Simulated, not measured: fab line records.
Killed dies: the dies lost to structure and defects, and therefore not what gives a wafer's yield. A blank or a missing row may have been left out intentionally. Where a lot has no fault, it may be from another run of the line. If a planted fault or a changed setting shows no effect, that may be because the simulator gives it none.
Check of tool commonality + flow ritCmos + Sampled: 12 lots, 36 wafers

## WHAT PROMPTED THE OPENING
Of 12 lots, 3 have the reading NLDD_OVL flagged at RIT_NLDD_OVL_MEAS_06. Wafers without a fault read 0.1 nm, standard deviation 1.6.
Rule: a lot gets a flag if all its wafers with a number sit over 4 standard deviations from that mean, or if no wafer of it has a number. The other lots count as sound.

| lot  | measured    | on         | NLDD_OVL (nm), wafer by wafer | flag    |
|------|-------------|------------|-------------------------------|---------|
| L546 | day 2 18:37 | overlay-02 | -2.3 0.6 -1.3                 |         |
| L547 | day 2 22:49 | overlay-02 | 2.2 3.3 1.2                   |         |
| L548 | day 3 05:28 | overlay-02 | 1.4 3.0 -0.6                  |         |
| L549 | day 3 09:50 | overlay-02 | -148.9 -148.3 -147.4          | FLAGGED |
| L552 | day 4 02:01 | overlay-02 | -147.8 -150.0 -149.9          | FLAGGED |
| L553 | day 4 06:01 | overlay-01 | -149.1 -148.6 -147.3          | FLAGGED |
| L554 | day 4 10:58 | overlay-02 | -0.5 -1.3 -0.3                |         |
| L555 | day 4 13:47 | overlay-01 | -3.2 -1.8 -3.6                |         |
| L559 | day 5 11:29 | overlay-01 | -0.2 -1.0 -1.1                |         |
| L563 | day 6 07:28 | overlay-01 | -0.4 -0.2 -1.3                |         |
| L564 | day 6 12:04 | overlay-01 | -3.4 -2.1 0.0                 |         |
| L565 | day 6 17:53 | overlay-01 | -1.2 0.6 -0.7                 |         |
On average the flagged lots' numbers are -148.6 nm, which is -148.7 nm against the usual, or -93 standard deviations.

## WHICH TOOL RAN EACH LOT
The record holds 1 process step before the reading, out of a route of 202 steps. Every cell lists first the tool, next ch and the chambers used by the sampled wafers, and last the start.
| lot  | flag    | RIT_NLDD_EXPOSE_03                |
|------|---------|-----------------------------------|
| L546 |         | ilineStepper-02 ch 0, day 2 18:11 |
| L547 |         | ilineStepper-01 ch 0, day 2 22:25 |
| L548 |         | ilineStepper-01 ch 0, day 3 05:05 |
| L549 | FLAGGED | ilineStepper-01 ch 0, day 3 09:26 |
| L552 | FLAGGED | ilineStepper-01 ch 0, day 4 01:37 |
| L553 | FLAGGED | ilineStepper-01 ch 0, day 4 05:37 |
| L554 |         | ilineStepper-02 ch 0, day 4 10:34 |
| L555 |         | ilineStepper-02 ch 0, day 4 13:23 |
| L559 |         | ilineStepper-02 ch 0, day 5 11:06 |
| L563 |         | ilineStepper-02 ch 0, day 6 07:06 |
| L564 |         | ilineStepper-02 ch 0, day 6 11:40 |
| L565 |         | ilineStepper-02 ch 0, day 6 17:31 |
These steps, and what they do:
- RIT_NLDD_EXPOSE_03: exposes mask M7, target cd 40700 nm.
- RIT_NLDD_OVL_MEAS_06

## FLAGGED AGAINST TOTAL, ONE TOOL AT A TIME (gauges that did the reading follow at the end)
| step                 | tool            | lots run | flagged | share of the flagged lots | sound lots run after its first flagged lot |
|----------------------|-----------------|----------|---------|---------------------------|--------------------------------------------|
| RIT_NLDD_EXPOSE_03   | ilineStepper-01 | 5        | 3       | all                       | 0                                          |
| RIT_NLDD_EXPOSE_03   | ilineStepper-02 | 7        | 0       | none                      | -                                          |
| RIT_NLDD_OVL_MEAS_06 | overlay-01      | 6        | 1       | some                      | 5 (L555,L559,L563,L564,L565)               |
| RIT_NLDD_OVL_MEAS_06 | overlay-02      | 6        | 2       | some                      | 1 (L554)                                   |

## WHAT THE TABLE PERMITS
1 row of the table ran every flagged lot: ilineStepper-01 at RIT_NLDD_EXPOSE_03.
- ilineStepper-01 at RIT_NLDD_EXPOSE_03 ran 5 lots, 3 of them flagged. It ran its last sound lot, L548, at day 3 05:05 and its first flagged lot, L549, at day 3 09:26: a fault with its onset between the two fits.
ilineStepper-01 at RIT_NLDD_EXPOSE_03 is the single tool remaining.

## WHAT THE SIMULATOR PUT IN
Scanner matching overlay: ilineStepper-01, from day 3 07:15 on, at RIT_NLDD_EXPOSE_03. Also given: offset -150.
Struck lots among those shown: L549, L552, L553. The rule above found the same.
